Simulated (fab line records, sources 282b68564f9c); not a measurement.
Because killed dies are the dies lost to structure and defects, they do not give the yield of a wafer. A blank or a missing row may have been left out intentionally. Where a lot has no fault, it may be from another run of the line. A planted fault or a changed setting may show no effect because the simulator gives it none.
Split-lot study || flow rit-cmos || 5 lots, 23 wafers read, on a route of 202 steps

ON THE SPLIT
At RIT_NLDD_IMPLANT_08, the setting dose-cm2 was moved away from the recipe's 5e+14 on 5 of the 23 wafers read, by -6.2% to -5.5%. For the rest of the wafers, this setting stayed at what the recipe calls for.

BETWEEN THE SPLIT AND THE READING: the file shows 1 step in between
- RIT_NLDD_STRIP_09: strips in O2, time 180 s

THE READING
NLDD_TW, at RIT_NLDD_TW_MEAS_10. A value of 2490 with a standard deviation of 10 is what fault-free wafers of this fab line usually give.

{"wafer": "L074.1", "tool, chamber at the split": "implanter-02, 0", "dose-cm2 as run": 5e+14, "against the recipe": "recipe", "NLDD_TW": 2492, "against lot-mates on the recipe": "-"}
{"wafer": "L074.2", "tool, chamber at the split": "implanter-02, 0", "dose-cm2 as run": 5e+14, "against the recipe": "recipe", "NLDD_TW": 2499, "against lot-mates on the recipe": "-"}
{"wafer": "L074.3", "tool, chamber at the split": "implanter-02, 0", "dose-cm2 as run": 5e+14, "against the recipe": "recipe", "NLDD_TW": 2489, "against lot-mates on the recipe": "-"}
{"wafer": "L074.4", "tool, chamber at the split": "implanter-02, 0", "dose-cm2 as run": 5e+14, "against the recipe": "recipe", "NLDD_TW": 2498, "against lot-mates on the recipe": "-"}
{"wafer": "L074.5", "tool, chamber at the split": "implanter-02, 0", "dose-cm2 as run": 5e+14, "against the recipe": "recipe", "NLDD_TW": 2500, "against lot-mates on the recipe": "-"}
{"wafer": "L077.2", "tool, chamber at the split": "implanter-02, 0", "dose-cm2 as run": 5e+14, "against the recipe": "recipe", "NLDD_TW": 2481, "against lot-mates on the recipe": "-"}
{"wafer": "L077.3", "tool, chamber at the split": "implanter-02, 0", "dose-cm2 as run": 5e+14, "against the recipe": "recipe", "NLDD_TW": 2488, "against lot-mates on the recipe": "-"}
{"wafer": "L077.4", "tool, chamber at the split": "implanter-02, 0", "dose-cm2 as run": 5e+14, "against the recipe": "recipe", "NLDD_TW": 2487, "against lot-mates on the recipe": "-"}
{"wafer": "L077.5", "tool, chamber at the split": "implanter-02, 0", "dose-cm2 as run": 4.727e+14, "against the recipe": "-5.5%", "NLDD_TW": 2461, "against lot-mates on the recipe": -24}
{"wafer": "L077.6", "tool, chamber at the split": "implanter-02, 0", "dose-cm2 as run": 4.727e+14, "against the recipe": "-5.5%", "NLDD_TW": 2449, "against lot-mates on the recipe": -36}
{"wafer": "L078.1", "tool, chamber at the split": "implanter-04, 0", "dose-cm2 as run": 5e+14, "against the recipe": "recipe", "NLDD_TW": 2505, "against lot-mates on the recipe": "-"}
{"wafer": "L078.3", "tool, chamber at the split": "implanter-04, 0", "dose-cm2 as run": 5e+14, "against the recipe": "recipe", "NLDD_TW": 2503, "against lot-mates on the recipe": "-"}
{"wafer": "L078.4", "tool, chamber at the split": "implanter-04, 0", "dose-cm2 as run": 5e+14, "against the recipe": "recipe", "NLDD_TW": 2510, "against lot-mates on the recipe": "-"}
{"wafer": "L078.5", "tool, chamber at the split": "implanter-04, 0", "dose-cm2 as run": 5e+14, "against the recipe": "recipe", "NLDD_TW": 2502, "against lot-mates on the recipe": "-"}
{"wafer": "L078.6", "tool, chamber at the split": "implanter-04, 0", "dose-cm2 as run": 5e+14, "against the recipe": "recipe", "NLDD_TW": 2500, "against lot-mates on the recipe": "-"}
{"wafer": "L082.1", "tool, chamber at the split": "implanter-03, 0", "dose-cm2 as run": 5e+14, "against the recipe": "recipe", "NLDD_TW": 2501, "against lot-mates on the recipe": "-"}
{"wafer": "L082.3", "tool, chamber at the split": "implanter-03, 0", "dose-cm2 as run": 4.692e+14, "against the recipe": "-6.2%", "NLDD_TW": 2460, "against lot-mates on the recipe": -36}
{"wafer": "L082.4", "tool, chamber at the split": "implanter-03, 0", "dose-cm2 as run": 5e+14, "against the recipe": "recipe", "NLDD_TW": 2492, "against lot-mates on the recipe": "-"}
{"wafer": "L082.5", "tool, chamber at the split": "implanter-03, 0", "dose-cm2 as run": 4.692e+14, "against the recipe": "-6.2%", "NLDD_TW": 2449, "against lot-mates on the recipe": -48}
{"wafer": "L082.6", "tool, chamber at the split": "implanter-03, 0", "dose-cm2 as run": 4.692e+14, "against the recipe": "-6.2%", "NLDD_TW": 2449, "against lot-mates on the recipe": -48}
{"wafer": "L085.2", "tool, chamber at the split": "implanter-02, 0", "dose-cm2 as run": 5e+14, "against the recipe": "recipe", "NLDD_TW": 2479, "against lot-mates on the recipe": "-"}
{"wafer": "L085.5", "tool, chamber at the split": "implanter-02, 0", "dose-cm2 as run": 5e+14, "against the recipe": "recipe", "NLDD_TW": 2480, "against lot-mates on the recipe": "-"}
{"wafer": "L085.6", "tool, chamber at the split": "implanter-02, 0", "dose-cm2 as run": 5e+14, "against the recipe": "recipe", "NLDD_TW": 2482, "against lot-mates on the recipe": "-"}

THE FIT
A straight line over all 23 wafers: NLDD_TW changes by +6.82 for each +1% of dose-cm2; r = +0.89; the points scatter about the line by 9.
The same after taking each lot's own level away (the mean of its wafers on the recipe; 23 wafers): +6.59 for each +1%; r = +0.96; scatter 4.7.
That fit puts the effect of the largest move of dose-cm2 on the reading at 41.
The lots' own levels span 2480.3 to 2504.0, that is 2.4 times the standard deviation above.
Consequently the slope shifts little with the lot-to-lot level, the two slopes agreeing.
Check: with one of the wafers moved furthest among these (-6.2%) left out of the fit, the line predicts -41.7 for it against its lot-mates. It came out at -36.5 against them.

THE OTHER SPLITS THESE WAFERS WENT THROUGH
Other splits were also applied to these wafers ahead of the reading. Each is held against what the fit with the lots' levels taken away leaves over:
{"other split on the same wafers": "RIT_ACTIVE_EXPOSE_08 dose-mj", "wafers away from the commonest value": 8, "r with NLDD_TW (lot level and that fit taken away)": -0.12}
{"other split on the same wafers": "RIT_FOX1_OXIDATION_00 ox-time-s", "wafers away from the commonest value": 15, "r with NLDD_TW (lot level and that fit taken away)": "+0.10"}
{"other split on the same wafers": "RIT_NWELL_SOFTBAKE_02 temp-c", "wafers away from the commonest value": 10, "r with NLDD_TW (lot level and that fit taken away)": "+0.32"}
{"other split on the same wafers": "RIT_NWELL_IMPLANT_08 energy-kev", "wafers away from the commonest value": 8, "r with NLDD_TW (lot level and that fit taken away)": "+0.05"}
{"other split on the same wafers": "RIT_PWELL_IMPLANT_08 dose-cm2", "wafers away from the commonest value": 6, "r with NLDD_TW (lot level and that fit taken away)": -0.02}
{"other split on the same wafers": "RIT_NRETRO_IMPLANT_08 energy-kev", "wafers away from the commonest value": 9, "r with NLDD_TW (lot level and that fit taken away)": -0.09}
{"other split on the same wafers": "RIT_GATE_OXIDATION_05 temp-c", "wafers away from the commonest value": 18, "r with NLDD_TW (lot level and that fit taken away)": "+0.25"}
{"other split on the same wafers": "RIT_REOX_OXIDATION_03 ox-time-s", "wafers away from the commonest value": 15, "r with NLDD_TW (lot level and that fit taken away)": "+0.13"}

FILE'S OWN FIT
NLDD_TW changes by +6.44 for each +1% of dose-cm2, r = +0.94.
